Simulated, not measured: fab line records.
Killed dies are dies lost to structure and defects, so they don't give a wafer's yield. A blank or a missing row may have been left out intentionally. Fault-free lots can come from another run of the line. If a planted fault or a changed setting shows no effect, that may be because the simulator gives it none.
Which tool did it? -- flow ritCmos -- Sampling: 14 lots, 42 wafers, 2 of 202 route steps

WHAT THE GAUGES SHOWED, per wafer
RIT_PWELL_TW_MEAS_10.
lot,measured,on,PWELL_TW
L640,day 2 03:41,filmMetro-03,957 960 960
L642,day 2 16:04,filmMetro-04,956 958 958
L643,day 2 19:36,filmMetro-04,956 962 952
L644,day 3 00:22,filmMetro-04,954 954 961
L645,day 3 03:27,filmMetro-03,960 960 967
L647,day 4 07:10,filmMetro-04,957 958 958
L648,day 4 07:29,filmMetro-01,946 944 943
L650,day 4 12:21,filmMetro-04,953 956 954
L649,day 4 12:38,filmMetro-03,967 966 964
L657,day 5 18:18,filmMetro-04,957 967 965
L659,day 6 00:17,filmMetro-04,957 953 957
L661,day 6 11:33,filmMetro-03,962 964 964
L662,day 6 15:04,filmMetro-04,957 954 954
L663,day 6 19:14,filmMetro-03,964 963 964

RIT_FOX2_THK_MEAS_91.
lot,measured,on,FIELD_OXIDE_LEFT_2_THK (nm)
L640,day 2 16:10,filmMetro-03,264 268 261
L642,day 3 01:58,filmMetro-03,259 258 260
L643,day 3 05:05,filmMetro-02,255 255 257
L644,day 3 10:14,filmMetro-02,259 258 254
L645,day 3 17:04,filmMetro-02,257 266 259
L647,day 4 20:22,filmMetro-03,255 256 260
L648,day 4 20:36,filmMetro-04,258 262 264
L650,day 5 01:58,filmMetro-03,267 266 268
L649,day 5 02:32,filmMetro-03,255 252 248
L657,day 6 04:50,filmMetro-04,252 257 260
L659,day 6 09:48,filmMetro-02,262 265 267
L661,day 6 21:04,filmMetro-04,251 250 251
L662,day 7 00:06,filmMetro-02,251 252 253
L663,day 7 04:50,filmMetro-04,249 255 254

WHAT TOOL EACH LOT RAN ON (gives the tool, then ch and the chambers of the sampled wafers, and finally the start)
Before these readings, the record contains no process step.

WHAT THE TOOLS THEMSELVES READ (means of the sampled wafers that have a number; where no wafer has one, the mark that the record gives instead)
The record holds no such reading with a usual standard deviation.

THE ANSWER, worked out from the rows above alone
Rule: the lots themselves supply what counts as usual. Put in order of their means at a reading, lots are off if they are a third of the lots or fewer, leave a main group of 4 or more, and stand apart from it by a gap of 3 or more times the standard deviation of the main group's means; of several such gaps the widest counts. A main group is skipped when, at the precision printed for the reading in the tables above, its means are all equal. Also off: a lot with no number at a reading for which 4 or more lots have one. Where the step has rows for the other lots, those lots are counted as sound. The gauges are gone through in route order, then the tools' own readings, and for those a lot's mean is taken as printed above. At the first step where some lot is off, the reading lying furthest off is the one used; lots without a number count as furthest.
Nothing can be told from this: no lot is off at any reading shown.

WHAT THE SIMULATOR HAD INSERTED
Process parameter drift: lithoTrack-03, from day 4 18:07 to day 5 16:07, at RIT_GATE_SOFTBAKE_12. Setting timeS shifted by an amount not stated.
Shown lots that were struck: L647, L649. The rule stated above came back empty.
